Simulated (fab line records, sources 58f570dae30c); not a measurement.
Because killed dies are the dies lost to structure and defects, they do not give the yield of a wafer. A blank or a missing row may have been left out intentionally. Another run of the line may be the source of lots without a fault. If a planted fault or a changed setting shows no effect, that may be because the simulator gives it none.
Check of tool commonality || flow berkeleyCmos170 || Lots sampled 14, wafers sampled 42

WHAT PROMPTED THE OPENING
At UCB170_V2_CD_MEAS_12 the reading cdNm is flagged on 2 of 14 lots. Fault-free wafers read 700.3 nm, with a standard deviation of 1.1.
Rule: a lot gets a flag if all its wafers with a number sit over 4 standard deviations from that mean, or if no wafer of it has a number. As for the other lots, they are considered sound.

{"lot": "L757", "measured": "day 7 19:57", "on": "cdSem-02", "cdNm (nm), wafer by wafer": "701.9 702.3 700.5", "flag": ""}
{"lot": "L758", "measured": "day 8 18:11", "on": "cdSem-02", "cdNm (nm), wafer by wafer": "701.1 701.6 701.4", "flag": ""}
{"lot": "L759", "measured": "day 8 18:59", "on": "cdSem-02", "cdNm (nm), wafer by wafer": "702.5 701.4 702.0", "flag": ""}
{"lot": "L760", "measured": "day 9 01:01", "on": "cdSem-01", "cdNm (nm), wafer by wafer": "700.1 700.5 700.3", "flag": ""}
{"lot": "L761", "measured": "day 9 04:02", "on": "cdSem-01", "cdNm (nm), wafer by wafer": "700.2 700.8 702.6", "flag": ""}
{"lot": "L762", "measured": "day 9 07:13", "on": "cdSem-01", "cdNm (nm), wafer by wafer": "699.6 699.5 699.8", "flag": ""}
{"lot": "L765", "measured": "day 9 23:13", "on": "cdSem-01", "cdNm (nm), wafer by wafer": "701.3 701.1 703.2", "flag": ""}
{"lot": "L766", "measured": "day 9 23:23", "on": "cdSem-01", "cdNm (nm), wafer by wafer": "700.7 699.5 699.2", "flag": ""}
{"lot": "L768", "measured": "day 10 05:31", "on": "cdSem-01", "cdNm (nm), wafer by wafer": "701.0 699.3 699.6", "flag": ""}
{"lot": "L770", "measured": "day 11 05:41", "on": "cdSem-02", "cdNm (nm), wafer by wafer": "700.1 700.4 700.3", "flag": ""}
{"lot": "L771", "measured": "day 11 21:18", "on": "cdSem-01", "cdNm (nm), wafer by wafer": "697.8 699.6 697.5", "flag": ""}
{"lot": "L775", "measured": "day 12 08:23", "on": "cdSem-02", "cdNm (nm), wafer by wafer": "686.6 687.4 687.5", "flag": "FLAGGED"}
{"lot": "L776", "measured": "day 12 09:05", "on": "cdSem-02", "cdNm (nm), wafer by wafer": "699.9 701.0 700.9", "flag": ""}
{"lot": "L779", "measured": "day 13 01:28", "on": "cdSem-01", "cdNm (nm), wafer by wafer": "688.2 688.2 688.3", "flag": "FLAGGED"}
The numbers of the flagged lots are 687.7 nm on average: -12.6 nm against the usual, or -11 standard deviations.

EACH LOT AND THE TOOL IT RAN ON
The record keeps 1 process step preceding the reading, out of 331 steps on the route. Each cell gives the tool, then ch followed by the chambers the sampled wafers passed through, then the start.
{"lot": "L757", "flag": "", "UCB170_V2_PEB_10": "lithoTrack-02 ch 0, day 7 19:41"}
{"lot": "L758", "flag": "", "UCB170_V2_PEB_10": "lithoTrack-01 ch 0, day 8 17:55"}
{"lot": "L759", "flag": "", "UCB170_V2_PEB_10": "lithoTrack-04 ch 0, day 8 18:27"}
{"lot": "L760", "flag": "", "UCB170_V2_PEB_10": "lithoTrack-02 ch 0, day 9 00:44"}
{"lot": "L761", "flag": "", "UCB170_V2_PEB_10": "lithoTrack-02 ch 0, day 9 03:45"}
{"lot": "L762", "flag": "", "UCB170_V2_PEB_10": "lithoTrack-04 ch 0, day 9 06:57"}
{"lot": "L765", "flag": "", "UCB170_V2_PEB_10": "lithoTrack-02 ch 0, day 9 22:58"}
{"lot": "L766", "flag": "", "UCB170_V2_PEB_10": "lithoTrack-04 ch 0, day 9 23:07"}
{"lot": "L768", "flag": "", "UCB170_V2_PEB_10": "lithoTrack-01 ch 0, day 10 05:16"}
{"lot": "L770", "flag": "", "UCB170_V2_PEB_10": "lithoTrack-02 ch 0, day 11 05:26"}
{"lot": "L771", "flag": "", "UCB170_V2_PEB_10": "lithoTrack-04 ch 0, day 11 21:02"}
{"lot": "L775", "flag": "FLAGGED", "UCB170_V2_PEB_10": "lithoTrack-04 ch 0, day 12 08:07"}
{"lot": "L776", "flag": "", "UCB170_V2_PEB_10": "lithoTrack-02 ch 0, day 12 08:47"}
{"lot": "L779", "flag": "FLAGGED", "UCB170_V2_PEB_10": "lithoTrack-04 ch 0, day 13 01:11"}
These steps, and what they do:
- UCB170_V2_PEB_10
- UCB170_V2_CD_MEAS_12: target cd 700 nm.

FLAGGED AGAINST TOTAL, ONE TOOL AT A TIME (gauges that did the reading follow at the end)
{"step": "UCB170_V2_PEB_10", "tool": "lithoTrack-01", "lots run": 2, "flagged": 0, "share of the flagged lots": "none", "sound lots run after its first flagged lot": "-"}
{"step": "UCB170_V2_PEB_10", "tool": "lithoTrack-02", "lots run": 6, "flagged": 0, "share of the flagged lots": "none", "sound lots run after its first flagged lot": "-"}
{"step": "UCB170_V2_PEB_10", "tool": "lithoTrack-04", "lots run": 6, "flagged": 2, "share of the flagged lots": "all", "sound lots run after its first flagged lot": 0}
{"step": "UCB170_V2_CD_MEAS_12", "tool": "cdSem-01", "lots run": 8, "flagged": 1, "share of the flagged lots": "some", "sound lots run after its first flagged lot": 0}
{"step": "UCB170_V2_CD_MEAS_12", "tool": "cdSem-02", "lots run": 6, "flagged": 1, "share of the flagged lots": "some", "sound lots run after its first flagged lot": "1 (L776)"}

THE TABLE: WHAT IT ALLOWS
1 row of the table ran every flagged lot: lithoTrack-04 at UCB170_V2_PEB_10.
- lithoTrack-04 at UCB170_V2_PEB_10: 2 of its 6 lots flagged. Last sound lot L771 at day 11 21:02, first flagged lot L775 at day 12 08:07; a fault beginning in between fits. Its own readings (heaterPowerTotalW, plateTempC) fall more than 4 standard deviations out on all wafers of the flagged lots.
lithoTrack-04 at UCB170_V2_PEB_10 is the single tool remaining.

WHAT HAD BEEN PUT IN BY THE SIMULATOR
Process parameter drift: lithoTrack-04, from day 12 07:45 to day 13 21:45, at UCB170_V2_PEB_10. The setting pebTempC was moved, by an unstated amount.
Lots struck among those shown: L775, L779. The rule above found the same.
